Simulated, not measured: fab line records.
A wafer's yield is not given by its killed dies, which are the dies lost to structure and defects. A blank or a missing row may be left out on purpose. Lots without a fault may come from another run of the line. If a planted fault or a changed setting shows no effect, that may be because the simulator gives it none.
Which of the tools did it? / flow berkeley_cmos170 / Sampling: 15 lots, 45 wafers, 2 of 331 route steps

== WHAT THE GAUGES SHOWED, per wafer ==
UCB170_NLDD_CD_MEAS_06 targets a cd of 1200 nm. Usual: cd_nm 1200.1 nm, standard deviation 1.5.
lot=L282; measured=day 6 17:16; on=cd_sem-02; cd_nm (nm)=1199.9 1200.2 1198.4; flag=
lot=L285; measured=day 7 08:00; on=cd_sem-02; cd_nm (nm)=1203.1 1201.3 1200.5; flag=
lot=L286; measured=day 7 09:02; on=cd_sem-01; cd_nm (nm)=1200.0 1200.5 1199.9; flag=
lot=L287; measured=day 7 19:49; on=cd_sem-01; cd_nm (nm)=1201.2 1201.1 1200.6; flag=
lot=L288; measured=day 8 01:43; on=cd_sem-02; cd_nm (nm)=1199.7 1198.5 1197.7; flag=
lot=L289; measured=day 8 11:05; on=cd_sem-01; cd_nm (nm)=1197.1 1198.4 1197.3; flag=
lot=L292; measured=day 9 01:33; on=cd_sem-01; cd_nm (nm)=1201.9 1200.4 1200.9; flag=
lot=L291; measured=day 9 01:47; on=cd_sem-01; cd_nm (nm)=1202.0 1201.2 1201.7; flag=
lot=L294; measured=day 9 12:02; on=cd_sem-02; cd_nm (nm)=1199.3 1199.7 1199.4; flag=
lot=L295; measured=day 9 18:16; on=cd_sem-01; cd_nm (nm)=1201.3 1200.9 1201.6; flag=
lot=L297; measured=day 9 18:01; on=cd_sem-01; cd_nm (nm)=1200.0 1200.7 1199.3; flag=
lot=L299; measured=day 10 00:37; on=cd_sem-02; cd_nm (nm)=1200.0 1198.3 1198.8; flag=
lot=L303; measured=day 11 06:34; on=cd_sem-02; cd_nm (nm)=1198.9 1198.5 1198.7; flag=
lot=L302; measured=day 11 08:32; on=cd_sem-01; cd_nm (nm)=1199.1 1200.2 1199.5; flag=
lot=L304; measured=day 11 14:13; on=cd_sem-02; cd_nm (nm)=1203.4 1203.4 1203.7; flag=

== TOOL THAT RAN EACH LOT (tool first, then ch and the chambers of the sampled wafers, then the start) ==
lot=L282; UCB170_GATE_ETCH_14=rie_diel-02 ch 0,1, day 6 13:30
lot=L285; UCB170_GATE_ETCH_14=rie_diel-02 ch 1,2,3, day 7 04:37
lot=L286; UCB170_GATE_ETCH_14=rie_diel-01 ch 2,3, day 7 05:11
lot=L287; UCB170_GATE_ETCH_14=rie_diel-04 ch 0,1,3, day 7 16:36
lot=L288; UCB170_GATE_ETCH_14=rie_diel-02 ch 0,1,2, day 7 21:25
lot=L289; UCB170_GATE_ETCH_14=rie_diel-04 ch 1,2,3, day 8 07:12
lot=L292; UCB170_GATE_ETCH_14=rie_diel-02 ch 0,1, day 8 21:01
lot=L291; UCB170_GATE_ETCH_14=rie_diel-02 ch 2,3, day 8 21:17
lot=L294; UCB170_GATE_ETCH_14=rie_diel-01 ch 2,3, day 9 08:00
lot=L295; UCB170_GATE_ETCH_14=rie_diel-04 ch 0,1, day 9 13:08
lot=L297; UCB170_GATE_ETCH_14=rie_diel-02 ch 0,1, day 9 13:15
lot=L299; UCB170_GATE_ETCH_14=rie_diel-04 ch 0,2, day 9 20:49
lot=L303; UCB170_GATE_ETCH_14=rie_diel-02 ch 1,2,3, day 11 03:20
lot=L302; UCB170_GATE_ETCH_14=rie_diel-01 ch 0,2,3, day 11 03:36
lot=L304; UCB170_GATE_ETCH_14=rie_diel-04 ch 1,2,3, day 11 09:55
- UCB170_GATE_ETCH_14: etches BARC in N2/H2.

== AS READ BY THE TOOLS THEMSELVES (means over the sampled wafers that have a number; for cases with no such wafer, the mark the record gives instead) ==
UCB170_GATE_ETCH_14. Usual: drypump_motor_current_A 5.41 A, standard deviation 0.29; h2_flow_sccm 199.9 sccm, standard deviation 0.57; oes_product_au 0.995 a.u., standard deviation 0.017; throttle_valve_pct 13.34 %, standard deviation 0.16.
lot=L282; tool=rie_diel-02; drypump_motor_current_A (A)=5.80; h2_flow_sccm (sccm)=199.9; oes_product_au (a.u.)=0.989; throttle_valve_pct (%)=13.48; flag=
lot=L285; tool=rie_diel-02; drypump_motor_current_A (A)=5.41; h2_flow_sccm (sccm)=199.6; oes_product_au (a.u.)=0.991; throttle_valve_pct (%)=13.38; flag=
lot=L286; tool=rie_diel-01; drypump_motor_current_A (A)=5.64; h2_flow_sccm (sccm)=200.3; oes_product_au (a.u.)=1.007; throttle_valve_pct (%)=13.42; flag=
lot=L287; tool=rie_diel-04; drypump_motor_current_A (A)=5.34; h2_flow_sccm (sccm)=200.2; oes_product_au (a.u.)=0.999; throttle_valve_pct (%)=13.47; flag=
lot=L288; tool=rie_diel-02; drypump_motor_current_A (A)=5.55; h2_flow_sccm (sccm)=200.1; oes_product_au (a.u.)=0.995; throttle_valve_pct (%)=13.43; flag=
lot=L289; tool=rie_diel-04; drypump_motor_current_A (A)=5.42; h2_flow_sccm (sccm)=200.0; oes_product_au (a.u.)=0.983; throttle_valve_pct (%)=13.39; flag=
lot=L292; tool=rie_diel-02; drypump_motor_current_A (A)=5.79; h2_flow_sccm (sccm)=199.8; oes_product_au (a.u.)=0.991; throttle_valve_pct (%)=13.48; flag=
lot=L291; tool=rie_diel-02; drypump_motor_current_A (A)=5.12; h2_flow_sccm (sccm)=200.1; oes_product_au (a.u.)=0.981; throttle_valve_pct (%)=13.24; flag=
lot=L294; tool=rie_diel-01; drypump_motor_current_A (A)=5.63; h2_flow_sccm (sccm)=199.7; oes_product_au (a.u.)=1.005; throttle_valve_pct (%)=13.40; flag=
lot=L295; tool=rie_diel-04; drypump_motor_current_A (A)=5.51; h2_flow_sccm (sccm)=199.6; oes_product_au (a.u.)=1.011; throttle_valve_pct (%)=13.52; flag=
lot=L297; tool=rie_diel-02; drypump_motor_current_A (A)=5.78; h2_flow_sccm (sccm)=200.1; oes_product_au (a.u.)=0.977; throttle_valve_pct (%)=13.48; flag=
lot=L299; tool=rie_diel-04; drypump_motor_current_A (A)=5.55; h2_flow_sccm (sccm)=200.3; oes_product_au (a.u.)=0.984; throttle_valve_pct (%)=13.27; flag=
lot=L303; tool=rie_diel-02; drypump_motor_current_A (A)=5.43; h2_flow_sccm (sccm)=199.5; oes_product_au (a.u.)=0.984; throttle_valve_pct (%)=13.38; flag=
lot=L302; tool=rie_diel-01; drypump_motor_current_A (A)=5.40; h2_flow_sccm (sccm)=199.6; oes_product_au (a.u.)=1.000; throttle_valve_pct (%)=13.27; flag=
lot=L304; tool=rie_diel-04; drypump_motor_current_A (A)=5.40; h2_flow_sccm (sccm)=199.8; oes_product_au (a.u.)=0.991; throttle_valve_pct (%)=13.38; flag=

== THE ANSWER, worked out from the rows above alone ==
Rule: take the mean of a lot's wafers that have a number; if it is more than 3 standard deviations from the usual mean, the lot is off. A lot without any number at a reading at which 4 lots or more have one is off too. All remaining lots with rows at the step are treated as sound. First the gauges in route order, then the tools' own readings, where a lot's mean is used as printed above. The first step at which some lot is off is used, and at that step the reading that is off furthest; a lot without a number counts as furthest.
Nothing can be told from this: no lot is off at any reading shown.

== WHAT WAS PUT IN BY THE SIMULATOR ==
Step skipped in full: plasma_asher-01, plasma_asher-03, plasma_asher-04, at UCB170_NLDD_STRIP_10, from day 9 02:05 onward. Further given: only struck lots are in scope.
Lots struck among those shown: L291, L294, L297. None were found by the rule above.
